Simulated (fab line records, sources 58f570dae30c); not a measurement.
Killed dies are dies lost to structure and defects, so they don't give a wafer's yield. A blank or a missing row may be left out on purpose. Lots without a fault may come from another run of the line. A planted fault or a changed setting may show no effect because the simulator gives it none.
Which tool did it? | flow berkeley_cmos170 | 7 lots, 21 wafers sampled, at 2 steps of a route of 331

WHAT THE GAUGES READ, wafer by wafer
UCB170_GATE_CD_MEAS_12: target cd 350 nm.
lot  | measured     | on        | cd_nm (nm)
L343 | day 6 14:59  | cd_sem-01 | 350.2 350.4 350.0
L342 | day 6 16:59  | cd_sem-02 | 347.9 349.6 349.0
L347 | day 7 18:29  | cd_sem-01 | 356.1 357.3 355.5
L350 | day 8 13:59  | cd_sem-01 | 349.8 349.9 350.5
L353 | day 9 05:04  | cd_sem-02 | 356.4 355.9 356.2
L359 | day 10 00:06 | cd_sem-01 | 350.8 351.6 352.5
L361 | day 10 16:59 | cd_sem-01 | 348.3 348.7 349.7

WHICH TOOL RAN EACH LOT (tool, then ch and the chambers of the sampled wafers, then the start)
lot  | UCB170_GATE_PEB_10
L343 | litho_track-04 ch 0, day 6 14:43
L342 | litho_track-04 ch 0, day 6 16:43
L347 | litho_track-03 ch 0, day 7 18:13
L350 | litho_track-04 ch 0, day 8 13:43
L353 | litho_track-03 ch 0, day 9 04:48
L359 | litho_track-04 ch 0, day 9 23:50
L361 | litho_track-04 ch 0, day 10 16:44
- UCB170_GATE_PEB_10

THE ANSWER, worked out from the rows above alone
Rule: what is usual is taken from the lots themselves. Put in order of their means at a reading, lots are off if they are a third of the lots or fewer, leave a main group of 4 or more, and stand apart from it by a gap of 3 or more times the standard deviation of the main group's means; of several such gaps the widest counts. A main group whose means are all the same, to the digits that the tables above print for the reading, isn't used. A lot without any number at a reading at which 4 lots or more have one is off too. The other lots that the step has rows for count as sound.
Off: L347, L353, at UCB170_GATE_CD_MEAS_12 (cd_nm). The main group: mean 349.9 nm, standard deviation 1.
A tool fits if, at a process step before that reading, it ran every lot that is off, and no sound lot after the first of them. The gauges at UCB170_GATE_CD_MEAS_12 are tried like those tools. One fits: litho_track-03 at UCB170_GATE_PEB_10. It ran no sound lot before its first lot that is off in this sample, so the start can't be narrowed down.

WHAT THE SIMULATOR HAD PUT IN
Process parameter drift: litho_track-03, from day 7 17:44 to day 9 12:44, at UCB170_GATE_PEB_10. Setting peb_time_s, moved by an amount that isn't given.
Lots struck among those shown: L347, L353. The rule above found the same.
